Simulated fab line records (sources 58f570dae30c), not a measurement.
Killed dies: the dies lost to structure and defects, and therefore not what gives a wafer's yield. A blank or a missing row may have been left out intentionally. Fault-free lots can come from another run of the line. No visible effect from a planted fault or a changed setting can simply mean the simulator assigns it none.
Lot-split experiment / flow berkeley-cmos170 / 5 lots, 23 wafers read, on a route of 331 steps

THE SPLIT ITSELF
At UCB170_ACTIVE_OXIDATION_02 (target thk 26.4 nm, ox time 1260 s), the setting temp-c was moved away from the recipe's 1000 C on 10 of the 23 wafers read, by -2.7% to +1.4%. This setting was run at the recipe's value on the other wafers.

There is no step in the file separating the split from the reading.

THE READING
ACTIVE_OXIDE_THK in nanometres, read at UCB170_ACTIVE_THK_MEAS_03. Fault-free wafers of this fab line usually give 26.3 nm, standard deviation 0.43 nm.

wafer=L074.2; tool, chamber at the split=furnace-01, 0; temp-c as run, C=1000; against the recipe=recipe; ACTIVE_OXIDE_THK, nm=26.4; against lot-mates on the recipe=-
wafer=L074.4; tool, chamber at the split=furnace-01, 0; temp-c as run, C=1000; against the recipe=recipe; ACTIVE_OXIDE_THK, nm=26.7; against lot-mates on the recipe=-
wafer=L074.5; tool, chamber at the split=furnace-01, 0; temp-c as run, C=1000; against the recipe=recipe; ACTIVE_OXIDE_THK, nm=26.6; against lot-mates on the recipe=-
wafer=L078.1; tool, chamber at the split=-, -; temp-c as run, C=1014; against the recipe=+1.4%; ACTIVE_OXIDE_THK, nm=29.2; against lot-mates on the recipe=no lot-mate on the recipe
wafer=L078.2; tool, chamber at the split=-, -; temp-c as run, C=1014; against the recipe=+1.4%; ACTIVE_OXIDE_THK, nm=29.4; against lot-mates on the recipe=no lot-mate on the recipe
wafer=L078.3; tool, chamber at the split=-, -; temp-c as run, C=1014; against the recipe=+1.4%; ACTIVE_OXIDE_THK, nm=29.1; against lot-mates on the recipe=no lot-mate on the recipe
wafer=L078.4; tool, chamber at the split=-, -; temp-c as run, C=1014; against the recipe=+1.4%; ACTIVE_OXIDE_THK, nm=29.6; against lot-mates on the recipe=no lot-mate on the recipe
wafer=L078.6; tool, chamber at the split=-, -; temp-c as run, C=1014; against the recipe=+1.4%; ACTIVE_OXIDE_THK, nm=29.4; against lot-mates on the recipe=no lot-mate on the recipe
wafer=L079.1; tool, chamber at the split=-, -; temp-c as run, C=1000; against the recipe=recipe; ACTIVE_OXIDE_THK, nm=26.3; against lot-mates on the recipe=-
wafer=L079.2; tool, chamber at the split=-, -; temp-c as run, C=1000; against the recipe=recipe; ACTIVE_OXIDE_THK, nm=26.0; against lot-mates on the recipe=-
wafer=L079.3; tool, chamber at the split=-, -; temp-c as run, C=1000; against the recipe=recipe; ACTIVE_OXIDE_THK, nm=25.9; against lot-mates on the recipe=-
wafer=L079.4; tool, chamber at the split=-, -; temp-c as run, C=1000; against the recipe=recipe; ACTIVE_OXIDE_THK, nm=26.5; against lot-mates on the recipe=-
wafer=L079.6; tool, chamber at the split=-, -; temp-c as run, C=1000; against the recipe=recipe; ACTIVE_OXIDE_THK, nm=26.4; against lot-mates on the recipe=-
wafer=L082.1; tool, chamber at the split=-, -; temp-c as run, C=972.6; against the recipe=-2.7%; ACTIVE_OXIDE_THK, nm=20.1; against lot-mates on the recipe=no lot-mate on the recipe
wafer=L082.3; tool, chamber at the split=-, -; temp-c as run, C=972.6; against the recipe=-2.7%; ACTIVE_OXIDE_THK, nm=19.8; against lot-mates on the recipe=no lot-mate on the recipe
wafer=L082.4; tool, chamber at the split=-, -; temp-c as run, C=972.6; against the recipe=-2.7%; ACTIVE_OXIDE_THK, nm=20.1; against lot-mates on the recipe=no lot-mate on the recipe
wafer=L082.5; tool, chamber at the split=-, -; temp-c as run, C=972.6; against the recipe=-2.7%; ACTIVE_OXIDE_THK, nm=19.8; against lot-mates on the recipe=no lot-mate on the recipe
wafer=L082.6; tool, chamber at the split=-, -; temp-c as run, C=972.6; against the recipe=-2.7%; ACTIVE_OXIDE_THK, nm=20.3; against lot-mates on the recipe=no lot-mate on the recipe
wafer=L085.1; tool, chamber at the split=-, -; temp-c as run, C=1000; against the recipe=recipe; ACTIVE_OXIDE_THK, nm=26.0; against lot-mates on the recipe=-
wafer=L085.2; tool, chamber at the split=-, -; temp-c as run, C=1000; against the recipe=recipe; ACTIVE_OXIDE_THK, nm=26.3; against lot-mates on the recipe=-
wafer=L085.3; tool, chamber at the split=-, -; temp-c as run, C=1000; against the recipe=recipe; ACTIVE_OXIDE_THK, nm=26.0; against lot-mates on the recipe=-
wafer=L085.4; tool, chamber at the split=-, -; temp-c as run, C=1000; against the recipe=recipe; ACTIVE_OXIDE_THK, nm=26.3; against lot-mates on the recipe=-
wafer=L085.5; tool, chamber at the split=-, -; temp-c as run, C=1000; against the recipe=recipe; ACTIVE_OXIDE_THK, nm=26.2; against lot-mates on the recipe=-

FIT RESULTS
A straight line over all 23 wafers: ACTIVE_OXIDE_THK changes by +2.26 nm for each +1% of temp-c; r = +1.00; the points scatter about the line by 0.23 nm.
Too few moved wafers with a lot-mate on the recipe to fit a line net of each lot's own level.

THE WHOLE CHAIN: every reading that the file lists as answering this split, in the file's order
step=UCB170_ACTIVE_OXIDATION_02; what it does=target thk 26.4 nm, ox time 1260 s; reading=SiO2_of_ACTIVE_OXIDATION_02.thk-nm (the simulator's own value, which no gauge read); change (the file's fit)=+2.26 nm for each +1% of the setting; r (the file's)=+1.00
step=UCB170_ACTIVE_THK_MEAS_03; what it does=; reading=ACTIVE_OXIDE_THK; change (the file's fit)=+2.26 for each +1% of the setting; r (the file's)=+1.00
step=UCB170_ACTIVE_ETCH_15; what it does=etches Si3N4 in CH3F/Ar/O2, stops on SiO2, target depth 242 nm, time 151 s; reading=SiO2_of_ACTIVE_OXIDATION_02.thk-nm (the simulator's own value, which no gauge read); change (the file's fit)=+2.2 nm for each +1% of the setting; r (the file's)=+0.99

FILE'S OWN FIT
ACTIVE_OXIDE_THK changes by +2.26 nm for each +1% of temp-c, r = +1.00.
